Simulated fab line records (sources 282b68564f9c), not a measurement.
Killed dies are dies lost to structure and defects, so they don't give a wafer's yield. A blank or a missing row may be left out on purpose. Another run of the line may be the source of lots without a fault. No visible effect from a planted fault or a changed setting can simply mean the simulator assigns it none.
fab line records	flow rit-cmos
record: lots: 7	wafers: 21	last-day: 7
route steps=202 shown SILICIDE@161 CONTACT@168 M1@202
lots untouched by any fault: they come from a run of this same line in which no faults occurred
start-h: start of the lot's first displayed wafer, in hours after the record's first day	wait-h: how many hours have passed since the lot's step before this one	" the same as in the row above	L1.1+2: a single row standing in for several wafers	- no value present, or no start provided	* or withheld: withheld	< > ~ a bound
route shown NAME@n: names a module that has steps shown in the file, with the first one's number in the route	usual: mean/standard deviation taken from wafers without a fault	same: alike in all rows	chamber/n: place in a boat	sites: readings site by site	_std_site: how widely they spread, as a standard deviation	_edge_site: mean of outer sites minus mean of inner sites	radius-mm: how far each site lies from the wafer's centre	mask NAME#n: copy n	behind: the most recent tool/chamber to have shaped the wafer	hold: why the lot was held/for how many hours/how that ended	device: whichever transistor did not switch (one of n, p or np)	end of line: tests of these same wafers at the route's end	a step with no rows: only its recipe	killed: dies that structure and defects cost at the first sort, which is not the same as the wafer's yield	map: per-die view of a wafer (x killed, . not killed, _ where there is no die)
set.NAME: setting as actually run; set.NAME@STEP: the setting as run at that earlier step	model.NAME: the simulator's own value behind a step, which no gauge read
certain route steps with their lots: each step a table, each wafer a row
services: the hour from which a tool's chamber was out of use, counted from the record's first day as start-h (under 0 if before that day), plus the number of hours and why
== steps ==
step: RIT_SILICIDE_WET_ETCH_00
recipe: chemistry: BOE	target: SiO2	target-depth-nm: 14	time-s: 15	dry: n2-spin	dilution: 10:1	temp-c: 21.5
step: RIT_SILICIDE_SPUTTER_01
recipe: material: Ti	target-thk-nm: 30	power-w: 350	chamber-pressure-pa: 0.667	gas: Ar	time-s: 240	substrate-temp-c: 25
usual: substrate-temp-c: 25.00/0.099	throttle-valve-pct: 30.0/1.1
lot.wafer	tool	chamber	start-h	wait-h	substrate-temp-c	throttle-valve-pct
L775.2	pvd-sputter-02	-	61.37	0.0	24.93	31.0
L775.5	"	-	"	"	25.00	29.5
L775.6	"	-	"	"	25.19	30.7
L776.1	pvd-sputter-04	-	65.64	0.0	24.89	30.1
L776.3	"	-	"	"	25.00	29.4
L776.6	"	-	"	"	25.13	29.7
L778.1	pvd-sputter-04	-	79.57	0.0	24.86	29.6
L778.4	"	-	"	"	25.07	29.6
L778.6	"	-	"	"	25.07	29.7
L787.1	pvd-sputter-02	-	126.23	0.0	24.92	31.1
L787.2	"	-	"	"	24.93	29.0
L787.3	"	-	"	"	24.95	31.2
L789.2	pvd-sputter-02	-	132.98	0.0	24.90	31.2
L789.4	"	-	"	"	24.92	31.1
L789.5	"	-	"	"	25.13	31.4
L791.2	pvd-sputter-02	-	142.27	0.0	25.10	30.9
L791.3	"	-	"	"	25.03	30.8
L791.6	"	-	"	"	24.97	28.8
L793.2	pvd-sputter-02	-	154.00	0.0	24.91	28.9
L793.3	"	-	"	"	24.96	30.6
L793.4	"	-	"	"	25.14	31.4
step: RIT_SILICIDE_RS_MEAS_02
recipe: thk-meas-gauge: four-point-probe	reads: Ti_of_SILICIDE_SPUTTER_01
usual: SILICIDE_TI_RS: 47.8/0.61
lot.wafer	tool	chamber	start-h	wait-h	SILICIDE_TI_RS[ohm/sq]
L775.2	film-metro-02	-	61.54	0.1	47.2
L775.5	"	-	"	"	48.0
L775.6	"	-	"	"	47.2
L776.1	film-metro-02	-	65.79	0.1	48.5
L776.3	"	-	"	"	48.9
L776.6	"	-	"	"	48.6
L778.1	film-metro-01	-	79.72	0.1	48.5
L778.4	"	-	"	"	48.9
L778.6	"	-	"	"	49.0
L787.1	film-metro-03	-	126.38	0.1	48.8
L787.2	"	-	"	"	49.2
L787.3	"	-	"	"	48.9
L789.2	film-metro-01	-	133.15	0.1	47.9
L789.4	"	-	"	"	47.8
L789.5	"	-	"	"	48.2
L791.2	film-metro-01	-	142.44	0.1	47.9
L791.3	"	-	"	"	48.1
L791.6	"	-	"	"	48.2
L793.2	film-metro-02	-	154.17	0.1	48.0
L793.3	"	-	"	"	47.6
L793.4	"	-	"	"	48.5
step: RIT_SILICIDE_THK_MEAS_03
recipe: thk-meas-gauge: xrf	reads: Ti_of_SILICIDE_SPUTTER_01
usual: SILICIDE_TI_THK: 29.79/0.3
lot.wafer	tool	chamber	start-h	wait-h	SILICIDE_TI_THK[nm]
L775.2	film-metro-02	-	61.65	0.1	29.81
L775.5	"	-	"	"	29.74
L775.6	"	-	"	"	30.14
L776.1	film-metro-02	-	65.91	0.1	29.43
L776.3	"	-	"	"	29.18
L776.6	"	-	"	"	29.37
L778.1	film-metro-01	-	79.84	0.1	29.47
L778.4	"	-	"	"	29.22
L778.6	"	-	"	"	29.29
L787.1	film-metro-03	-	126.50	0.1	29.44
L787.2	"	-	"	"	29.44
L787.3	"	-	"	"	29.59
L789.2	film-metro-01	-	133.26	0.1	29.60
L789.4	"	-	"	"	29.67
L789.5	"	-	"	"	29.57
L791.2	film-metro-01	-	142.55	0.1	29.77
L791.3	"	-	"	"	29.64
L791.6	"	-	"	"	29.54
L793.2	film-metro-02	-	154.28	0.1	29.55
L793.3	"	-	"	"	29.78
L793.4	"	-	"	"	29.50
step: RIT_SILICIDE_RTA_04
recipe: temp-c: 650	time-s: 10	idle-temp-c: 25	ramp-up-s: 5	ramp-down-s: 5	cool-to-c: 25	ambient: N2
usual: wafer_temp_C_max: 652.0/0.42
lot.wafer	tool	chamber	start-h	wait-h	wafer_temp_C_max
L775.2	rtp-anneal-02	0	61.71	0.1	652.0
L775.5	"	0	"	"	651.8
L775.6	"	0	"	"	651.6
L776.1	rtp-anneal-01	0	65.97	0.1	651.5
L776.3	"	0	"	"	651.5
L776.6	"	0	"	"	652.7
L778.1	rtp-anneal-01	0	79.90	0.1	651.5
L778.4	"	0	"	"	652.5
L778.6	"	0	"	"	651.7
L787.1	rtp-anneal-02	0	126.56	0.1	652.6
L787.2	"	0	"	"	651.9
L787.3	"	0	"	"	651.6
L789.2	rtp-anneal-02	0	133.32	0.1	652.9
L789.4	"	0	"	"	652.7
L789.5	"	0	"	"	652.4
L791.2	rtp-anneal-02	0	142.61	0.1	651.5
L791.3	"	0	"	"	651.9
L791.6	"	0	"	"	651.8
L793.2	rtp-anneal-02	0	154.34	0.1	652.3
L793.3	"	0	"	"	651.7
L793.4	"	0	"	"	652.5
step: RIT_SILICIDE_WET_ETCH_05
recipe: chemistry: SPM	target: Ti	temp-c: 90	time-s: 120	dry: n2-spin
step: RIT_SILICIDE_RTA_06
recipe: temp-c: 750	time-s: 10	idle-temp-c: 25	ramp-up-s: 5	ramp-down-s: 10	cool-to-c: 25	ambient: N2
usual: wafer_temp_C_max: 752.2/0.51
lot.wafer	tool	chamber	start-h	wait-h	wafer_temp_C_max
L775.2	rtp-anneal-01	0	61.82	0.0	752.3
L775.5	"	0	"	"	751.9
L775.6	"	0	"	"	752.7
L776.1	rtp-anneal-02	0	66.08	0.0	752.4
L776.3	"	0	"	"	751.6
L776.6	"	0	"	"	752.3
L778.1	rtp-anneal-02	0	80.01	0.0	753.2
L778.4	"	0	"	"	752.2
L778.6	"	0	"	"	752.9
L787.1	rtp-anneal-01	0	126.67	0.0	751.5
L787.2	"	0	"	"	751.6
L787.3	"	0	"	"	751.9
L789.2	rtp-anneal-01	0	133.43	0.0	751.5
L789.4	"	0	"	"	752.0
L789.5	"	0	"	"	751.3
L791.2	rtp-anneal-01	0	142.73	0.0	751.9
L791.3	"	0	"	"	752.3
L791.6	"	0	"	"	752.6
L793.2	rtp-anneal-01	0	154.46	0.0	752.4
L793.3	"	0	"	"	751.6
L793.4	"	0	"	"	751.7
step: RIT_CONTACT_CVD_00
recipe: material: SiO2	target-thk-nm: 400	precursor: TEOS	temp-c: 390	time-s: 61	rf-w: 400
usual: heater-power-w: 334/43
lot.wafer	tool	chamber	start-h	wait-h	heater-power-w	since-wet-clean-h
L775.2	pecvd-04	1	61.87	0.0	296	213
L775.5	"	1	"	"	322	-
L775.6	"	0	"	"	270	-
L776.1	pecvd-03	2	66.15	0.1	379	1402
L776.3	"	1	"	"	302	1402
L776.6	"	1	"	"	326	-
L778.1	pecvd-04	2	80.07	0.1	410	231
L778.4	"	0	"	"	308	-
L778.6	"	2	"	"	408	-
L787.1	pecvd-04	1	126.73	0.1	287	277
L787.2	"	2	"	"	415	277
L787.3	"	0	"	"	358	277
L789.2	pecvd-02	0	133.48	0.0	306	1079
L789.4	"	0	"	"	324	-
L789.5	"	2	"	"	298	-
L791.2	pecvd-02	0	142.84	0.1	345	1089
L791.3	"	2	"	"	268	1089
L791.6	"	2	"	"	283	-
L793.2	pecvd-04	2	154.57	0.1	349	305
L793.3	"	0	"	"	277	305
L793.4	"	1	"	"	301	-
step: RIT_CONTACT_THK_MEAS_01
recipe: reads: SiO2_of_CONTACT_CVD_00
usual: CONTACT_TEOS_THK: 400/5
lot.wafer	tool	chamber	start-h	wait-h	CONTACT_TEOS_THK[nm]
L775.2	film-metro-03	-	61.94	0.0	395
L775.5	"	-	"	"	399
L775.6	"	-	"	"	401
L776.1	film-metro-01	-	66.20	0.0	401
L776.3	"	-	"	"	397
L776.6	"	-	"	"	400
L778.1	film-metro-04	-	80.12	0.0	400
L778.4	"	-	"	"	402
L778.6	"	-	"	"	409
L787.1	film-metro-04	-	126.79	0.0	397
L787.2	"	-	"	"	393
L787.3	"	-	"	"	394
L789.2	film-metro-04	-	133.54	0.0	401
L789.4	"	-	"	"	405
L789.5	"	-	"	"	407
L791.2	film-metro-04	-	142.90	0.0	396
L791.3	"	-	"	"	403
L791.6	"	-	"	"	409
L793.2	film-metro-01	-	154.63	0.0	392
L793.3	"	-	"	"	397
L793.4	"	-	"	"	401
step: RIT_CONTACT_HMDS_02
recipe: prime-time-s: 60	prime-temp-c: 140
step: RIT_CONTACT_COAT_03
recipe: resist: NOVOLAK	spin-rpm: 3250	resist-thk-nm: 1000
step: RIT_CONTACT_SOFTBAKE_04
recipe: resist: NOVOLAK	temp-c: 90	time-s: 60
step: RIT_CONTACT_EXPOSE_05
recipe: mask-id: M11	na: 0.6	source-shape: conventional	sigma-outer: 0.5	target-cd-nm: 1000	dose-mj: 250
usual: exposure-dose-mJ-cm2: 250.00/0.24	stage-vel-mm-s: 499.96/0.24
lot.wafer	tool	chamber	start-h	wait-h	mask	exposure-dose-mJ-cm2	stage-vel-mm-s	model.CONTACT.overlay-x-nm
L775.2	iline-stepper-02	0	62.45	0.1	M11#0	250.03	499.91	1.081
L775.5	"	0	"	"	M11#0	249.93	500.15	1.081
L775.6	"	0	"	"	M11#0	249.95	499.87	1.081
L776.1	iline-stepper-01	0	66.83	0.2	M11#0	250.09	499.99	0.2394
L776.3	"	0	"	"	M11#0	250.00	499.83	0.2394
L776.6	"	0	"	"	M11#0	249.99	500.24	0.2394
L778.1	iline-stepper-01	0	80.63	0.1	M11#0	249.84	500.08	-0.7529
L778.4	"	0	"	"	M11#0	249.69	500.28	-0.7529
L778.6	"	0	"	"	M11#0	249.69	500.19	-0.7529
L787.1	iline-stepper-02	0	127.36	0.2	M11#0	249.95	500.11	314.5
L787.2	"	0	"	"	M11#0	250.03	499.55	314.5
L787.3	"	0	"	"	M11#0	250.22	499.60	314.5
L789.2	iline-stepper-01	0	134.09	0.1	M11#0	249.90	499.61	-2.384
L789.4	"	0	"	"	M11#0	249.80	499.99	-2.384
L789.5	"	0	"	"	M11#0	250.19	499.89	-2.384
L791.2	iline-stepper-02	0	143.55	0.2	M11#0	250.16	500.04	318.9
L791.3	"	0	"	"	M11#0	250.03	500.13	318.9
L791.6	"	0	"	"	M11#0	250.28	500.12	318.9
L793.2	iline-stepper-02	0	155.27	0.2	M11#0	250.29	499.63	317.9
L793.3	"	0	"	"	M11#0	249.99	499.73	317.9
L793.4	"	0	"	"	M11#0	250.46	499.80	317.9
step: RIT_CONTACT_PEB_06
recipe: resist: NOVOLAK	temp-c: withheld	time-s: withheld
step: RIT_CONTACT_DEVELOP_07
recipe: resist: NOVOLAK	develop-time-s: 120	dev-temp-c: 23
step: RIT_CONTACT_CD_MEAS_08
recipe: target-cd-nm: 1000
usual: cd-nm: 1000.2/2
lot.wafer	tool	chamber	start-h	wait-h	cd-nm
L775.2	cd-sem-02	-	62.97	-	1003.1
L775.5	"	-	"	"	1002.5
L775.6	"	-	"	"	1004.0
L776.1	cd-sem-02	-	67.35	-	1000.2
L776.3	"	-	"	"	998.7
L776.6	"	-	"	"	998.1
L778.1	cd-sem-02	-	81.15	-	1000.3
L778.4	"	-	"	"	1001.0
L778.6	"	-	"	"	1000.4
L787.1	cd-sem-01	-	127.88	-	999.0
L787.2	"	-	"	"	998.0
L787.3	"	-	"	"	999.6
L789.2	cd-sem-02	-	134.60	-	1001.8
L789.4	"	-	"	"	1001.5
L789.5	"	-	"	"	1001.2
L791.2	cd-sem-02	-	144.07	-	1003.5
L791.3	"	-	"	"	1003.6
L791.6	"	-	"	"	1002.1
L793.2	cd-sem-01	-	155.79	-	1002.8
L793.3	"	-	"	"	1002.0
L793.4	"	-	"	"	1003.8
step: RIT_CONTACT_OVL_MEAS_09
usual: CONTACT_OVL: -0.1/1
lot.wafer	tool	chamber	start-h	wait-h	CONTACT_OVL[nm]
L775.2	overlay-02	-	63.08	0.1	-1.1
L775.5	"	-	"	"	0.3
L775.6	"	-	"	"	-0.5
L776.1	overlay-01	-	67.47	0.1	0.7
L776.3	"	-	"	"	1.4
L776.6	"	-	"	"	-0.1
L778.1	overlay-02	-	81.27	0.1	-0.3
L778.4	"	-	"	"	-0.6
L778.6	"	-	"	"	1.2
L787.1	overlay-01	-	128.00	0.1	316.3
L787.2	"	-	"	"	316.0
L787.3	"	-	"	"	316.5
L789.2	overlay-01	-	134.71	0.1	-1.8
L789.4	"	-	"	"	-1.5
L789.5	"	-	"	"	-1.2
L791.2	overlay-01	-	144.17	0.1	317.6
L791.3	"	-	"	"	317.5
L791.6	"	-	"	"	318.4
L793.2	overlay-02	-	155.90	0.1	317.0
L793.3	"	-	"	"	317.3
L793.4	"	-	"	"	317.4
step: RIT_CONTACT_HARDBAKE_10
recipe: resist: NOVOLAK	temp-c: 140	time-s: 60
step: RIT_M1_PROBE_99
usual: killed-at-contacts: 0.1/0.3	killed-at-front-end: 6.9/2.9	killed-dies: 7.0/2.9	killed-open: 3.3/2	killed-short: 3.7/2
same: gross-dies: 264	killed_at_M0_to_M3: 0	killed_at_M4_up: 0	killed-at-back-side: 0	killed-at-other: 0
lot.wafer	tool	chamber	start-h	wait-h	killed-at-contacts	killed-at-front-end	killed-dies	killed-open	killed-short	model.etest.nmos_0p15.junction-log10-a-um	model.etest.nmos-narrow.off-log10-a-um	model.etest.nmos_0p3.off-log10-a-um	model.etest.gate-end-array.leak-log10-a-um	model.etest.pmos_0p15.junction-log10-a-um	model.etest.contact-diode-array.leak-log10-a	model.etest.pmos_0p3.off-log10-a-um	model.etest.select-edge-diode-n.leak-log10-a
L775.2	prober-01	-	68.34	0.1	0	10	10	4	6	-13.65	-13.16	-12.96	-12.89	-13.71	-9.485	-12.81	-9.88
L775.5	prober-01	-	68.49	0.2	0	4	4	4	0	-13.44	-13.21	-13.04	-12.83	-13.79	-9.709	-12.92	-9.832
L775.6	prober-01	-	68.54	0.2	0	5	5	2	3	-13.46	-13.08	-12.97	-12.73	-13.83	-9.396	-12.88	-9.579
L776.1	prober-02	-	72.64	0.1	0	6	6	4	2	-13.52	-13.36	-13.04	-12.87	-13.72	-9.289	-13.09	-9.517
L776.3	prober-02	-	72.74	0.2	0	7	7	7	0	-13.5	-13.39	-13.16	-13.04	-13.92	-9.663	-12.86	-9.954
L776.6	prober-02	-	72.89	0.2	0	12	12	7	5	-13.48	-13.27	-13.21	-13.17	-13.83	-9.657	-12.8	-9.674
L778.1	prober-02	-	86.31	0.1	0	7	7	3	4	-13.61	-13.22	-13.02	-12.84	-13.89	-9.587	-12.83	-9.96
L778.4	prober-02	-	86.46	0.2	0	7	7	6	1	-13.51	-13.16	-13.12	-12.95	-13.84	-9.5	-12.83	-9.789
L778.6	prober-02	-	86.56	0.2	0	4	4	1	3	-13.54	-13.33	-12.97	-12.69	-13.8	-9.359	-12.94	-9.866
L787.1	prober-02	-	133.21	0.1	0	4	4	2	2	-10.12	-10.12	-10.12	-9.912	-11.12	-6.625	-11.11	-8.188
L787.2	prober-02	-	133.26	0.1	0	5	5	3	2	-10.3	-10.3	-10.3	-10.13	-11.3	-6.982	-11.29	-8.354
L787.3	prober-02	-	133.31	0.2	1	6	7	3	4	-10.74	-10.74	-10.74	-10.55	-11.74	-7.533	-11.7	-8.808
L789.2	prober-02	-	139.83	0.1	0	8	8	3	5	-13.32	-13.2	-12.95	-12.69	-13.78	-9.538	-12.89	-9.654
L789.4	prober-02	-	139.93	0.2	0	6	6	2	4	-13.42	-13.06	-12.88	-12.74	-13.76	-9.099	-12.94	-9.819
L789.5	prober-02	-	139.98	0.2	1	1	2	1	1	-13.58	-13.14	-13.11	-12.88	-13.68	-9.438	-12.9	-9.621
L791.2	prober-02	-	149.38	0.1	0	7	7	2	5	-10.22	-10.22	-10.22	-9.996	-11.22	-6.962	-11.2	-8.221
L791.3	prober-02	-	149.43	0.2	0	6	6	1	5	-10.35	-10.35	-10.35	-10.17	-11.35	-7.072	-11.34	-8.24
L791.6	prober-02	-	149.58	0.2	0	7	7	4	3	-10.55	-10.55	-10.55	-10.35	-11.55	-7.237	-11.53	-8.589
L793.2	prober-01	-	160.98	0.1	0	5	5	3	2	-10.69	-10.69	-10.69	-10.48	-11.69	-7.398	-11.67	-8.76
L793.3	prober-01	-	161.03	0.2	0	4	4	2	2	-10.6	-10.6	-10.6	-10.44	-11.6	-7.317	-11.58	-8.597
L793.4	prober-01	-	161.08	0.2	0	8	8	4	4	-10.68	-10.68	-10.68	-10.4	-11.68	-7.357	-11.66	-8.605
killed by level:class
L775.2 GATE:geometric-particle:short=4 SPACER:geometric-particle:short=2 FOX1:geometric-particle:open=1 FOX2:geometric-particle:open=1 GATE:geometric-particle:open=1 SILICIDE:geometric-particle:open=1
L775.5 FOX1:geometric-particle:open=2 GATE:geometric-particle:open=1 SPACER:geometric-particle:open=1
L775.6 REOX:geometric-particle:open=2 GATE:geometric-particle:short=1 REOX:geometric-particle:short=1 SILICIDE:geometric-particle:short=1
L776.1 FOX1:geometric-particle:short=2 GATE:geometric-particle:open=2 FOX1:geometric-particle:open=1 SPACER:geometric-particle:open=1
L776.3 GATE:geometric-particle:open=4 FOX2:geometric-particle:open=2 SILICIDE:geometric-particle:open=1
L776.6 REOX:geometric-particle:open=3 GATE:geometric-particle:short=2 SPACER:geometric-particle:open=2 FOX1:geometric-particle:open=1 FOX2:geometric-particle:short=1 SPACER:geometric-particle:short=1 SILICIDE:geometric-particle:open=1 SILICIDE:geometric-particle:short=1
L778.1 GATE:geometric-particle:short=3 SPACER:geometric-particle:open=2 FOX1:geometric-particle:open=1 SILICIDE:geometric-particle:short=1
L778.4 GATE:geometric-particle:open=4 FOX1:geometric-particle:open=1 GATE:geometric-particle:short=1 REOX:geometric-particle:open=1
L778.6 FOX2:geometric-particle:short=1 GATE:geometric-particle:short=1 REOX:geometric-particle:short=1 SPACER:geometric-particle:open=1
L787.1 FOX1:geometric-particle:short=1 FOX1:geometric-particle:open=1 FOX2:geometric-particle:short=1 SPACER:geometric-particle:open=1
L787.2 GATE:geometric-particle:short=2 GATE:geometric-particle:open=2 SPACER:geometric-particle:open=1
L787.3 FOX2:geometric-particle:open=2 FOX1:geometric-particle:short=1 FOX2:geometric-particle:short=1 GATE:geometric-particle:open=1 REOX:geometric-particle:short=1 CONTACT:geometric-particle:short=1
L789.2 GATE:geometric-particle:short=2 FOX1:geometric-particle:open=1 FOX2:geometric-particle:short=1 FOX2:geometric-particle:open=1 GATE:geometric-particle:open=1 SPACER:geometric-particle:short=1 SILICIDE:geometric-particle:short=1
L789.4 GATE:geometric-particle:short=2 FOX2:geometric-particle:short=1 FOX2:geometric-particle:open=1 SILICIDE:geometric-particle:short=1 SILICIDE:geometric-particle:open=1
L789.5 FOX2:geometric-particle:short=1 CONTACT:geometric-particle:open=1
L791.2 SILICIDE:geometric-particle:short=3 SPACER:geometric-particle:short=2 SPACER:geometric-particle:open=1 SILICIDE:geometric-particle:open=1
L791.3 SILICIDE:geometric-particle:short=3 FOX1:geometric-particle:short=1 FOX1:geometric-particle:open=1 FOX2:geometric-particle:short=1
L791.6 ACTIVE:geometric-particle:short=1 FOX1:geometric-particle:open=1 FOX1:geometric-particle:short=1 FOX2:geometric-particle:open=1 GATE:geometric-particle:short=1 GATE:geometric-particle:open=1 SPACER:geometric-particle:open=1
L793.2 GATE:geometric-particle:open=2 GATE:geometric-particle:short=1 REOX:geometric-particle:open=1 SILICIDE:geometric-particle:short=1
L793.3 GATE:geometric-particle:short=2 FOX1:geometric-particle:open=1 SPACER:geometric-particle:open=1
L793.4 GATE:geometric-particle:open=4 REOX:geometric-particle:short=2 FOX2:geometric-particle:short=1 GATE:geometric-particle:short=1
== services ==
tool	chamber	start-h	hours	kind
pecvd-03	2	37.61	7.4	repair
iline-stepper-01	-	43.38	12.1	repair
iline-stepper-01	-	114.52	2.6	repair
iline-stepper-01	-	126.48	1.7	pm
pecvd-03	-	141.65	5.5	pm
rtp-anneal-02	-	144.59	0.8	pm
pecvd-04	-	153.20	0.6	repair
== key ==
first-sign: step: RIT_CONTACT_OVL_MEAS_09	reading: CONTACT_OVL	direction: up	sigmas: 99+	usual: -0.1	struck: 317.1
effect none on later readings
model-effect: step: RIT_CONTACT_EXPOSE_05	value: CONTACT.overlay-x-nm	without: -0.2192	struck: 317.1
model-effect: step: RIT_M1_PROBE_99	value: etest.nmos_0p15.junction-log10-a-um	without: -13.55	struck: -10.47
met-at RIT_CONTACT_EXPOSE_05
struck-wafers L787.1,L787.2,L787.3,L791.2,L791.3,L791.6,L793.2,L793.3,L793.4
tester-left-out L787,L791,L793
onset-between 62.45 127.36
fault: kind: scanner-matching-overlay	tool: iline-stepper-02	chamber: -	onset-h: 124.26	steps: RIT_CONTACT_EXPOSE_05	offset: 317.31
tester-left-out: of these lots the tester's yield and bins aren't shown, on N5 and GAA mostly nor the transistor test; their killed dies are dies lost to structure and defects alone, not to doping, threshold or leakage, so they don't give the yield
